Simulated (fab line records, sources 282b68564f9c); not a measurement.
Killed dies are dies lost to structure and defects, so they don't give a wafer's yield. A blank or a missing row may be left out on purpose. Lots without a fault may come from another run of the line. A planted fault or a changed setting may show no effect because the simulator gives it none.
Which tool did it? | flow rit_cmos | 14 lots, 42 wafers sampled, at 1 step of a route of 202

WHAT THE GAUGES READ, wafer by wafer
The record holds no reading of a measuring or inspecting step that can be judged against a usual standard deviation.

WHICH TOOL RAN EACH LOT (tool, then ch and the chambers of the sampled wafers, then the start)
lot  | RIT_PWELL_SOFTBAKE_02
L432 | litho_track-02 ch 0, day 2 11:00
L434 | litho_track-02 ch 0, day 2 19:31
L435 | litho_track-04 ch 0, day 2 23:11
L436 | litho_track-03 ch 0, day 3 00:50
L437 | litho_track-03 ch 0, day 3 05:05
L438 | litho_track-03 ch 0, day 3 10:28
L440 | litho_track-03 ch 0, day 4 01:50
L442 | litho_track-04 ch 0, day 4 07:10
L444 | litho_track-02 ch 0, day 4 17:47
L446 | litho_track-04 ch 0, day 5 03:40
L447 | litho_track-02 ch 0, day 5 08:02
L448 | litho_track-02 ch 0, day 5 11:31
L452 | litho_track-03 ch 0, day 6 08:55
L454 | litho_track-03 ch 0, day 6 17:53
- RIT_PWELL_SOFTBAKE_02: time 60 s.

WHAT THE TOOLS THEMSELVES READ (means of the sampled wafers that have a number; where no wafer has one, the mark that the record gives instead)
RIT_PWELL_SOFTBAKE_02. Usual: exhaust_pa 45.0 Pa, standard deviation 0.92; heater_power_total_W 34.57 W, standard deviation 0.054; plate_temp_C 90.01 C, standard deviation 0.12.
lot  | tool           | exhaust_pa (Pa) | heater_power_total_W (W) | plate_temp_C (C) | flag
L432 | litho_track-02 | 45.4            | 34.59                    | 89.91            |
L434 | litho_track-02 | 44.8            | 34.61                    | 90.03            |
L435 | litho_track-04 | 45.9            | 34.53                    | 89.93            |
L436 | litho_track-03 | 45.7            | 34.59                    | 89.95            |
L437 | litho_track-03 | 44.3            | 34.53                    | 90.17            |
L438 | litho_track-03 | 44.4            | 34.58                    | 90.09            |
L440 | litho_track-03 | 45.5            | 34.59                    | 90.03            |
L442 | litho_track-04 | 45.2            | 34.56                    | 90.00            |
L444 | litho_track-02 | 45.2            | 34.54                    | 90.03            |
L446 | litho_track-04 | 43.3            | 34.59                    | 89.99            |
L447 | litho_track-02 | 44.7            | 35.39                    | 91.43            | OFF
L448 | litho_track-02 | 44.4            | 35.39                    | 91.62            | OFF
L452 | litho_track-03 | 44.8            | 34.59                    | 90.06            |
L454 | litho_track-03 | 44.1            | 34.51                    | 90.00            |

THE ANSWER, worked out from the rows above alone
Rule: a lot is off if the mean of its wafers that have a number lies more than 3 standard deviations from the usual mean. A lot without any number at a reading at which 4 lots or more have one is off too. The other lots that the step has rows for count as sound. The gauges are gone through in route order, then the tools' own readings, and for those a lot's mean is taken as printed above. The first step at which some lot is off is used, and at that step the reading that is off furthest; a lot without a number counts as furthest.
Off: L447, L448, at RIT_PWELL_SOFTBAKE_02 (heater_power_total_W).
A tool fits if, at that step or a process step before it, it ran every lot that is off, and no sound lot after the first of them. One fits: litho_track-02 at RIT_PWELL_SOFTBAKE_02. Its last sound lot is L444 (day 4 17:47), its first lot that is off L447 (day 5 08:02): a fault that began between those two fits.
The tool's own readings at RIT_PWELL_SOFTBAKE_02 bear it out: on the lots that are off they differ by more than 5 times the standard deviation of the sound lots' means. heater_power_total_W reads 35.39 W there against 34.57 W on the sound lots; plate_temp_C reads 91.53 C there against 90.02 C on the sound lots.

WHAT THE SIMULATOR HAD PUT IN
Process parameter drift: litho_track-02, from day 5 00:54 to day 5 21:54, at RIT_PWELL_SOFTBAKE_02. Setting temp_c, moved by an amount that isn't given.
Lots struck among those shown: L447, L448. The rule above found the same.
